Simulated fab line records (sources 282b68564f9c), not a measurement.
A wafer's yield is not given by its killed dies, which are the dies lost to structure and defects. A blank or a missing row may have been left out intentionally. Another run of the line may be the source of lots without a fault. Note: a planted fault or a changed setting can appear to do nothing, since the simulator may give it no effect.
One fault through the eyes of 2 desks	flow rit cmos	only its own numbers are on each desk; what lay behind them is given at the end

FROM THE METROLOGY DESK
Lot by lot, what the gauges showed, no matter which tool ran the lot: averages of those sampled wafers that carry a number. The brackets show how far a lot's mean lies from the usual mean; more than 4 standard deviations puts the lot out of limits, marked OUT.
Columns: A = cd nm at RIT_ACTIVE_CD_MEAS_90, usual 1399.5 nm; B = FOX1_OXIDE_THK at RIT_FOX1_THK_MEAS_01, usual 350 nm; C = FOX2_OXIDE_THK at RIT_FOX2_THK_MEAS_01, usual 351 nm; D = FIELD_OXIDE_LEFT_1_THK at RIT_FOX2_THK_MEAS_90, usual 324 nm
lot	first seen here	A	B	C	D
L983	day 2 11:16	1399.2	346	336	309
L984	day 2 17:18	1397.7	352	362	328
L994	day 4 19:19	1399.3	350	341	314
L996	day 5 04:56	1397.0	347	347	320
L998	day 5 16:02	1399.2	354	354	326
Finding of this desk: none of the 5 lots has anything out of limits.

FOR THE TOOL OWNER'S DESK: wet bench-02
The tool's own readings at RIT_FOX2_WET_ETCH_03 (etches Si3N4 in H3PO4, target depth 195 nm, time 2700 s): means of the sampled wafers that have a number, for each lot that ran on this tool. The brackets show how far a lot's mean lies from the usual mean; more than 4 standard deviations puts the lot out of limits, marked OUT.
Columns: A = bath heat duty pct at RIT_FOX2_WET_ETCH_03, usual 28 %; B = run length s at RIT_FOX2_WET_ETCH_03, usual 2728 s
lot	first seen here	A	B
L983	day 2 16:26	26	2723
L984	day 2 20:59	29	4486 (+99 or more) OUT
This desk's finding: out of limits on L984; first on L984, day 2 20:59 (run length s at RIT_FOX2_WET_ETCH_03). In limits: L983.

PUT TOGETHER
The tool owner's desk had the chance to raise an alarm at day 2 20:59 on L984.
Nothing out of limits was seen by the metrology desk.
The metrology desk holds a record of L984, inside its limits.
All the named lots went through RIT_FOX2_WET_ETCH_03 on wet bench-02.

WHAT THE SIMULATOR PUT IN
wet bench-02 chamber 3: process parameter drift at RIT_FOX2_WET_ETCH_03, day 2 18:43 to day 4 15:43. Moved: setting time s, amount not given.
Shown lots that were struck: L984.
Delay in hours, fault start to first out-of-limits reading, by desk: the tool owner's desk at 2.
